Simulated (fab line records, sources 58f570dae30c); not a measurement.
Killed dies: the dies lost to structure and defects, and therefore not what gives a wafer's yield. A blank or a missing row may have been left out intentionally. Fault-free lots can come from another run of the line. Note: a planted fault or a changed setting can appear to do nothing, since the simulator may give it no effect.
Split-lot study | flow berkeley-cmos170 | 23 wafers read across 5 lots, on a route 331 steps long

== ABOUT THE SPLIT ==
At UCB170_WELLDRIVE_OXIDATION_01 (target thk 199 nm, ox time 9000 s), the setting ox-time-s was moved away from the recipe's 9000 s on 15 of the 23 wafers read, by -5.2% to +10.9%. The other wafers ran this setting at the recipe's value.

Reading taken at the split's own step.

== THE READING ==
SiO2_of_WELLDRIVE_OXIDATION_01.thk-nm (the simulator's own value, which no gauge read), in nm, at UCB170_WELLDRIVE_OXIDATION_01 (target thk 199 nm, ox time 9000 s). The file does not state a usual value for it. Average 197.0 nm, standard deviation 3.5 nm, over the 8 wafers here run with the recipe.

wafer  | tool, chamber at the split | ox-time-s as run, s | against the recipe | SiO2_of_WELLDRIVE_OXIDATION_01.thk-nm, nm | against lot-mates on the recipe
L076.1 | -, -                       | 9664                | +7.4%              | 212.7                                     | no lot-mate on the recipe
L076.2 | -, -                       | 9664                | +7.4%              | 216                                       | no lot-mate on the recipe
L076.3 | -, -                       | 9664                | +7.4%              | 214.4                                     | no lot-mate on the recipe
L076.4 | -, -                       | 9664                | +7.4%              | 213                                       | no lot-mate on the recipe
L076.6 | -, -                       | 9664                | +7.4%              | 216.2                                     | no lot-mate on the recipe
L079.2 | -, -                       | 9000                | recipe             | 197.6                                     | -
L079.3 | -, -                       | 9000                | recipe             | 194                                       | -
L079.4 | -, -                       | 9000                | recipe             | 193.2                                     | -
L079.5 | -, -                       | 9000                | recipe             | 194.5                                     | -
L079.6 | -, -                       | 9000                | recipe             | 194.3                                     | -
L080.2 | furnace-02, 0              | 9000                | recipe             | 202.7                                     | -
L080.3 | furnace-02, 0              | 9000                | recipe             | 197.9                                     | -
L080.4 | furnace-02, 0              | 9000                | recipe             | 202                                       | -
L082.2 | -, -                       | 9980                | +10.9%             | 212.9                                     | no lot-mate on the recipe
L082.3 | -, -                       | 9980                | +10.9%             | 213.1                                     | no lot-mate on the recipe
L082.4 | -, -                       | 9980                | +10.9%             | 214.8                                     | no lot-mate on the recipe
L082.5 | -, -                       | 9980                | +10.9%             | 211.1                                     | no lot-mate on the recipe
L082.6 | -, -                       | 9980                | +10.9%             | 210.2                                     | no lot-mate on the recipe
L085.1 | -, -                       | 8532                | -5.2%              | 189.7                                     | no lot-mate on the recipe
L085.2 | -, -                       | 8532                | -5.2%              | 192.9                                     | no lot-mate on the recipe
L085.4 | -, -                       | 8532                | -5.2%              | 190.5                                     | no lot-mate on the recipe
L085.5 | -, -                       | 8532                | -5.2%              | 191.6                                     | no lot-mate on the recipe
L085.6 | -, -                       | 8532                | -5.2%              | 194.8                                     | no lot-mate on the recipe

THE FIT
A straight line over all 23 wafers: SiO2_of_WELLDRIVE_OXIDATION_01.thk-nm changes by +1.5 nm for each +1% of ox-time-s; r = +0.93; the points scatter about the line by 3.8 nm.
Too few moved wafers with a lot-mate on the recipe to fit a line net of each lot's own level.

== FILE'S OWN FIT ==
SiO2_of_WELLDRIVE_OXIDATION_01.thk-nm changes by +1.5 nm for each +1% of ox-time-s, r = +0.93.
